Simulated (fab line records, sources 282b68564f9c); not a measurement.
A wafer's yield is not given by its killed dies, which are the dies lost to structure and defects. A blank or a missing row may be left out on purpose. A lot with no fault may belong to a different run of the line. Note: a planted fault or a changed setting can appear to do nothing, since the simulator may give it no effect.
A lot that was struck, set against a sound lot + flow rit cmos + 27 steps out of a route of 202
Sound: wafers L774.1, L774.2, L774.5. The struck wafers were L779.2, L779.4, L779.6. Last of all comes the cause.
At each step with rows: each side's tool, then ch and its chambers, then its first start. Under that, the readings that differ: sound wafers + struck wafers + difference of the means + sigmas: that difference in standard deviations of wafers without a fault.
alike: readings whose means differ by less than 2 such deviations, and words and numbers that are the same on both sides. not compared: withheld readings, readings that some wafer has no value for, bounds like >300 that may hide the same value, and numbers for which the record gives no deviation and whose values overlap.
Wherever a step has rows on one side only, a row that says differs or no value, or a row with sigmas, the two part there. When numbers do not overlap yet have no deviation, they are printed without sigmas and do not part them. Lack of a reading on every wafer of one side parts them only where that side has two or more wafers.

RIT_ACTIVE_BOW_MEAS_00:
  struck on film metro-04, day 3 12:01; sound on film metro-01, day 2 11:00
  alike: INCOMING_BOW
RIT_ACTIVE_OXIDATION_01: target thk 46.8 nm, ox time 3360 s.
  sound on furnace-03 ch 0, day 2 11:07; struck on furnace-03 ch 0, day 3 12:07
| reading                                       | sound             | struck            | difference | sigmas |
|-----------------------------------------------|-------------------|-------------------|------------|--------|
| ox time s (s)                                 | 3360 3360 3360    | 1512 1512 1512    | -1848      |        |
| model.SiO2_of_ACTIVE_OXIDATION_01.thk nm (nm) | 46.67 46.56 46.13 | 29.66 29.67 29.57 | -16.82     |        |
  alike: spike tc source C
RIT_ACTIVE_THK_MEAS_02:
  struck on film metro-04, day 3 14:17; sound on film metro-04, day 2 13:03
| reading               | sound          | struck         | difference | sigmas |
|-----------------------|----------------|----------------|------------|--------|
| ACTIVE_OXIDE_THK (nm) | 46.6 46.6 46.1 | 29.7 29.6 29.6 | -16.8      | -19    |
  not compared: hold
RIT_ACTIVE_THK_MEAS_04:
  struck on film metro-04, day 3 19:39; sound on film metro-03, day 2 14:32
| reading                 | sound             | struck            | difference | sigmas |
|-------------------------|-------------------|-------------------|------------|--------|
| ACTIVE_NITRIDE_THK (nm) | 154.1 154.2 154.7 | 150.8 149.4 150.1 | -4.2       | -2     |
then, 6 steps without rows for these wafers: RIT_ACTIVE_HMDS_05 (prime time 60 s); RIT_ACTIVE_COAT_06 (resist thk 1000 nm); RIT_ACTIVE_SOFTBAKE_07 (time 60 s); RIT_ACTIVE_EXPOSE_08 (exposes mask M1, target cd 1400 nm); RIT_ACTIVE_PEB_09; RIT_ACTIVE_DEVELOP_10 (develop time 50 s).
RIT_ACTIVE_CD_MEAS_11: target cd 1400 nm.
  struck on cd sem-02, day 3 20:53; sound on cd sem-02, day 2 15:26
  alike: cd nm
then, 1 step without rows for these wafers: RIT_ACTIVE_HARDBAKE_12 (time 60 s).
RIT_ACTIVE_ETCH_13: etches Si3N4 in SF6, stops on SiO2, time 210 s, target depth 210 nm.
  sound on rie diel-02 ch 1,2,3, day 2 15:43; struck on rie diel-01 ch 1,3, day 3 21:08
  alike: drypump motor current A, oes product au, throttle valve pct
  not compared: rf hours counter h
RIT_ACTIVE_STRIP_14: strips in O2, time 180 s.
  sound on plasma asher-04 ch 0,1, day 2 15:50; struck on plasma asher-04 ch 0,1, day 3 21:16
  alike: drypump motor current A
  not compared: rf hours counter h
RIT_ACTIVE_CD_MEAS_90: target cd 1400 nm.
  struck on cd sem-02, day 3 21:28; sound on cd sem-01, day 2 16:01
  alike: cd nm
then, 4 steps without rows for these wafers: RIT_ACTIVE_CLEAN_15 (cleans in SC1, time 600 s); RIT_ACTIVE_CLEAN_16 (cleans in dHF, time 30 s); RIT_ACTIVE_CLEAN_17 (cleans in SC2, time 600 s); RIT_FOX1_OXIDATION_00 (target thk 350.7 nm, ox time 1130 s).
RIT_FOX1_THK_MEAS_01:
  struck on film metro-01, day 3 23:25; sound on film metro-03, day 2 17:49
  alike: FOX1_OXIDE_THK
then, 2 steps without rows for these wafers: RIT_FOX1_WET_ETCH_02 (etches SiO2 in BOE, target depth 350 nm, time 390 s); RIT_FOX2_OXIDATION_00 (target thk 350.7 nm, ox time 1130 s).
RIT_FOX2_THK_MEAS_01:
  struck on film metro-02, day 4 01:16; sound on film metro-02, day 2 19:19
  alike: FOX2_OXIDE_THK
then, 1 step without rows for these wafers: RIT_FOX2_CLEAN_02 (cleans in dHF, time 180 s).
RIT_FOX2_WET_ETCH_03: etches Si3N4 in H3PO4, target depth 195 nm, time 2700 s.
  sound on wet bench-03 ch 3, day 2 19:26; struck on wet bench-02 ch 0, day 4 01:33
| reading                                       | sound             | struck            | difference | sigmas |
|-----------------------------------------------|-------------------|-------------------|------------|--------|
| model.SiO2_of_ACTIVE_OXIDATION_01.thk nm (nm) | 41.46 40.87 40.19 | 24.67 26.36 26.28 | -15.07     |        |
RIT_FOX2_THK_MEAS_90:
  struck on film metro-04, day 4 02:23; sound on film metro-04, day 2 20:11
  alike: FIELD_OXIDE_LEFT_1_THK
RIT_M1_PROBE_99:
  only the struck wafers here have rows in the record (prober-02, day 5 19:00); the sound ones have none

## WHERE THEY PART
First at RIT_ACTIVE_THK_MEAS_02; last, within this record, at RIT_M1_PROBE_99.

WHY: the cause the simulator had injected
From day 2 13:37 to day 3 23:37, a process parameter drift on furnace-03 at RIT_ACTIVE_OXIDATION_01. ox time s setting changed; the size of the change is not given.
